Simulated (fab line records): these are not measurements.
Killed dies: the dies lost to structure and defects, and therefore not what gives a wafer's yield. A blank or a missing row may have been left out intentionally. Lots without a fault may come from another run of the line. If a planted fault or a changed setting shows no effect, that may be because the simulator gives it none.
Problem report, 8D (eight disciplines) form, completed by code || flow berkeley-cmos170 || the parts of the form that need people (team, actions taken, sign-off) are left out

== 1. THE PROBLEM ==
M1_AL_RS at UCB170_M1_RS_MEAS_01 reads a mean of 0.1086 ohm/sq on 1 wafer of 1 lot; wafers without a fault read 0.0482 ohm/sq with a standard deviation of 0.00039. So: +99 or more standard deviations from the usual mean.
The step: measures by four-point-probe.
The first sign was on wafer L480.3 at day 11 12:32, on film-metro-04. Wafers with a number at this step in the record: 37, from 13 lots. By rule, "out" or "out of limits" means more than 4 standard deviations away from the usual mean. All remaining wafers that have a number are taken as sound.

== 2. WHAT IT IS, AND WHAT IT ISN'T ==
{"question": "which readings at this step", "is": "M1_AL_RS", "is not": "-"}
{"question": "which lots", "is": "L480", "is not": "L459, L460, L462, L463, L465, L466, L467, L470, L473, L474, L481, L482"}
{"question": "which wafers of those lots", "is": "all that have a number", "is not": "-"}
{"question": "read on which gauges", "is": "film-metro-04", "is not": "film-metro-01, film-metro-02"}
{"question": "when", "is": "from day 11 12:32", "is not": "up to then (36 sound wafers)"}

== 3. SUSPECTS, AND WHAT RULES EACH OUT ==
Counting: a tool stays on the suspect list if, at a process step up to the reading, it processed all lots that are out and no sound lot following the first of them.
- the gauge at UCB170_M1_RS_MEAS_01: ruled out. All the wafers that are out were read on film-metro-04, but those of them that UCB170_M1_METAL_ETCH_12 has rows for are out there too, on other tools.
- plasma-asher-01 at UCB170_CONTACT_STRIP_06 (strips in O2): kept. It ran the lot that is out, L480 (day 11 09:32), and no sound lot after that; its last sound lot up to then is L474 (day 10 08:53).
- pvd-sputter-03 at UCB170_M1_SPUTTER_00 (material Al, target thk 600 nm, time 80 s): kept. It ran the lot that is out, L480 (day 11 12:26), and no sound lot after that; its last sound lot up to then is L465 (day 8 23:26).
After counting, plasma-asher-01 at UCB170_CONTACT_STRIP_06 and pvd-sputter-03 at UCB170_M1_SPUTTER_00 remain.

== 4. THE CAUSE (what the simulator had put in) ==
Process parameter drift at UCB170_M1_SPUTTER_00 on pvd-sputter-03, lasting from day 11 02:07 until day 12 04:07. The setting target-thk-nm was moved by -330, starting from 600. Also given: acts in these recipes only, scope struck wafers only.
Counting left 2 suspects, and this tool is among them.

== 5. SEQUENCE OF EFFECTS, ordered by route ==
One row per reading whose mean, taken over the struck wafers that have a number, lies over 3 standard deviations from the usual. Only readings whose record carries a usual standard deviation are examined. hours: median over the lots of the time between each lot's start at the first step of this table that gives one and its start at this step. sigmas: the change, counted in usual standard deviations.
{"hours": 0, "step": "UCB170_M1_RS_MEAS_01", "reading": "M1_AL_RS", "usual": "0.0482 ohm/sq", "on struck wafers": 0.1086, "change": "+0.0604", "sigmas": "+99 or more"}
{"hours": 6, "step": "UCB170_M1_THK_MEAS_02", "reading": "M1_AL_THK", "usual": "603 nm", "on struck wafers": 273, "change": -330, "sigmas": -54}
{"hours": 10, "step": "UCB170_M1_METAL_ETCH_12", "reading": "oes-product-au", "usual": "0.859 a.u.", "on struck wafers": 0.598, "change": -0.261, "sigmas": -20}
Here are the process steps it includes:
- UCB170_M1_METAL_ETCH_12: etches Al in Cl2/BCl3, stops on PSG, target depth 780 nm, time 130 s.
At these later measuring or inspecting steps, every struck wafer for which the step has a row has a number for every such reading, and none has moved that far: UCB170_M1_CD_MEAS_09.

== 6. WHAT WOULD HAVE CAUGHT IT SOONER ==
In this record the first reading out of limits at a measuring or inspecting step was taken at day 11 12:32, 10 hours after the fault began at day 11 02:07.
No tool reading at UCB170_M1_SPUTTER_00 that has a usual standard deviation in the record was out on any struck wafer, so an alarm limit of 4 standard deviations on those readings would not have fired.
By day 11 12:32 the whole set of lots that are out, 1 in number, had already begun UCB170_M1_SPUTTER_00 on pvd-sputter-03. A hold on the tool at that time would have spared none of them.
